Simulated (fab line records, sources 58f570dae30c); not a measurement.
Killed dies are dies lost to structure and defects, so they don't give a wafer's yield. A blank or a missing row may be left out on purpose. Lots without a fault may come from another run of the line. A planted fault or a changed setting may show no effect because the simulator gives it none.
A struck lot beside a sound one | flow berkeley_cmos170 | 44 steps out of a route of 331
Sound: wafers L402.3, L402.4, L402.5. Struck: wafers L408.1, L408.3, L408.4. The cause comes at the end.
At each step with rows: each side's tool, then ch and its chambers, then its first start. Under that, the readings that differ: sound wafers | struck wafers | difference of the means | sigmas: that difference in standard deviations of wafers without a fault.
alike: readings whose means differ by less than 2 such deviations, and words and numbers that are the same on both sides. not compared: withheld readings, readings that some wafer has no value for, bounds like >300 that may hide the same value, and numbers for which the record gives no deviation and whose values overlap.
The two part at a step that has a row with sigmas, a row that says differs or no value, or rows on one side only. Numbers that don't overlap but have no deviation are shown without sigmas and don't part them. A reading that every wafer of one side lacks parts them only if that side has two wafers or more.

UCB170_GATE_STRIP_16: strips in O2.
  sound on plasma_asher-02 ch 0,1, day 6 20:53; struck on plasma_asher-02 ch 0,1, day 8 17:29
  alike: drypump_motor_current_A, oes_product_au
  not compared: rf_hours_counter_h
UCB170_GATE_CD_MEAS_90: target cd 350 nm.
  sound on cd_sem-01, day 6 20:59; struck on cd_sem-01, day 8 17:36
  alike: cd_nm
then, 7 steps without rows for these wafers: UCB170_GATE_CLEAN_17 (cleans in SPM, time 600 s); UCB170_PLDD_HMDS_00 (prime time 60 s); UCB170_PLDD_COAT_01 (resist thk 900 nm); UCB170_PLDD_SOFTBAKE_02 (time 60 s); UCB170_PLDD_EXPOSE_03 (exposes mask PSELECT, target cd 1200 nm); UCB170_PLDD_PEB_04; UCB170_PLDD_DEVELOP_05 (develop time 45 s).
UCB170_PLDD_CD_MEAS_06: target cd 1200 nm.
  sound on cd_sem-02, day 6 23:25; struck on cd_sem-01, day 8 18:50
  alike: cd_nm
UCB170_PLDD_OVL_MEAS_07:
  sound on overlay-02, day 6 23:31; struck on overlay-01, day 8 18:57
  alike: PLDD_OVL
then, 1 step without rows for these wafers: UCB170_PLDD_IMPLANT_08.
UCB170_PLDD_IMPLANT_09:
  sound on implanter-01 ch 0, day 6 23:53; struck on implanter-01 ch 0, day 8 19:08
  reading                   | sound             | struck            | difference | sigmas
  implant_ion_amu           | 49 49 49          | 11 11 11          | -38        |
  model.implant.rp_nm (nm)  | 10.43 10.43 10.43 | 32.81 32.81 32.81 | +22.38     |
  model.implant.drp_nm (nm) | 6.005 6.005 6.005 | 17.11 17.11 17.11 | +11.11     |
  alike: beam_energy_keV
UCB170_PLDD_STRIP_10: strips in O2.
  sound on plasma_asher-03 ch 0,1, day 7 00:01; struck on plasma_asher-03 ch 0,1, day 8 19:17
  alike: drypump_motor_current_A, oes_product_au, strip_time_to_endpoint_s
  not compared: rf_hours_counter_h
UCB170_PLDD_TW_MEAS_11:
  sound on film_metro-02, day 7 00:06; struck on film_metro-02, day 8 19:23
  reading | sound          | struck      | difference | sigmas
  PLDD_TW | 1007 1007 1007 | 880 870 881 | -130       | -13
then, 7 steps without rows for these wafers: UCB170_PLDD_CLEAN_12 (cleans in SPM, time 600 s); UCB170_NLDD_HMDS_00 (prime time 60 s); UCB170_NLDD_COAT_01 (resist thk 907.7 nm); UCB170_NLDD_SOFTBAKE_02 (time 60 s); UCB170_NLDD_EXPOSE_03 (exposes mask NSELECT, target cd 1200 nm); UCB170_NLDD_PEB_04; UCB170_NLDD_DEVELOP_05 (develop time 45 s).
UCB170_NLDD_CD_MEAS_06: target cd 1200 nm.
  sound on cd_sem-01, day 7 01:56; struck on cd_sem-01, day 8 20:45
  alike: cd_nm
UCB170_NLDD_OVL_MEAS_07:
  sound on overlay-01, day 7 02:02; struck on overlay-01, day 8 20:52
  alike: NLDD_OVL
then, 2 steps without rows for these wafers: UCB170_NLDD_IMPLANT_08; UCB170_NLDD_IMPLANT_09.
UCB170_NLDD_STRIP_10: strips in O2.
  sound on plasma_asher-01 ch 0,1, day 7 02:23; struck on plasma_asher-04 ch 0,1, day 8 21:13
  alike: drypump_motor_current_A, oes_product_au, strip_time_to_endpoint_s
  not compared: rf_hours_counter_h
UCB170_NLDD_TW_MEAS_11:
  sound on film_metro-03, day 7 02:29; struck on film_metro-04, day 8 21:19
  reading | sound          | struck         | difference | sigmas
  NLDD_TW | 2237 2229 2244 | 2187 2184 2176 | -54        | -3
then, 1 step without rows for these wafers: UCB170_NLDD_CLEAN_12 (cleans in SPM, time 600 s).
UCB170_SPACER_CVD_00: deposits SiO2 from TEOS/O2, target thk 376 nm, time 47 s.
  sound on pecvd-03 ch 0,2, day 7 02:53; struck on pecvd-02 ch 0,1,2, day 8 21:32
  alike: heater_power_w
UCB170_SPACER_THK_MEAS_01:
  sound on film_metro-03, day 7 02:57; struck on film_metro-01, day 8 21:35
  alike: SPACER_TEOS_THK
then, 1 step without rows for these wafers: UCB170_SPACER_ANNEAL_02 (time 1800 s).
UCB170_SPACER_ETCHBACK_03: etches SiO2 in CHF3/CF4/Ar, stops on Si, target depth 376 nm, time 100 s.
  sound on rie_diel-04 ch 0,2, day 7 09:55; struck on rie_diel-02 ch 0,1,2, day 9 03:58
  reading               | sound             | struck            | difference | sigmas
  oes_product_au (a.u.) | 0.918 0.932 0.924 | 0.880 0.860 0.867 | -0.056     | -3
  alike: drypump_motor_current_A, throttle_valve_pct
  not compared: rf_hours_counter_h
then, 6 steps without rows for these wafers: UCB170_PSD_HMDS_00 (prime time 60 s); UCB170_PSD_COAT_01 (resist thk 900 nm); UCB170_PSD_SOFTBAKE_02 (time 60 s); UCB170_PSD_EXPOSE_03 (exposes mask PSELECT MOD, target cd 1200 nm); UCB170_PSD_PEB_04; UCB170_PSD_DEVELOP_05 (develop time 45 s).
UCB170_PSD_CD_MEAS_06: target cd 1200 nm.
  sound on cd_sem-01, day 7 11:09; struck on cd_sem-01, day 9 06:00
  reading    | sound                | struck               | difference | sigmas
  cd_nm (nm) | 1201.2 1199.8 1200.5 | 1198.3 1197.2 1197.9 | -2.7       | -2
UCB170_PSD_OVL_MEAS_07:
  sound on overlay-02, day 7 11:14; struck on overlay-01, day 9 06:07
  alike: PSD_OVL
then, 1 step without rows for these wafers: UCB170_PSD_IMPLANT_08.
UCB170_SDANNEAL_RS_MEAS_04: measures by four-point-probe.
  sound on film_metro-03, day 7 18:04; struck on film_metro-03, day 9 10:31
  reading          | sound                | struck            | difference | sigmas
  PLDD_RS (ohm/sq) | 1035.7 1032.9 1033.6 | 924.7 927.9 928.9 | -106.9     | -37
UCB170_M3_PROBE_99:
  the record has rows for the struck wafers here (prober-01, day 10 09:41) and none for the sound ones

WHERE THEY PART
First at UCB170_PLDD_TW_MEAS_11; last, within this record, at UCB170_M3_PROBE_99.

WHY: what the simulator had put in
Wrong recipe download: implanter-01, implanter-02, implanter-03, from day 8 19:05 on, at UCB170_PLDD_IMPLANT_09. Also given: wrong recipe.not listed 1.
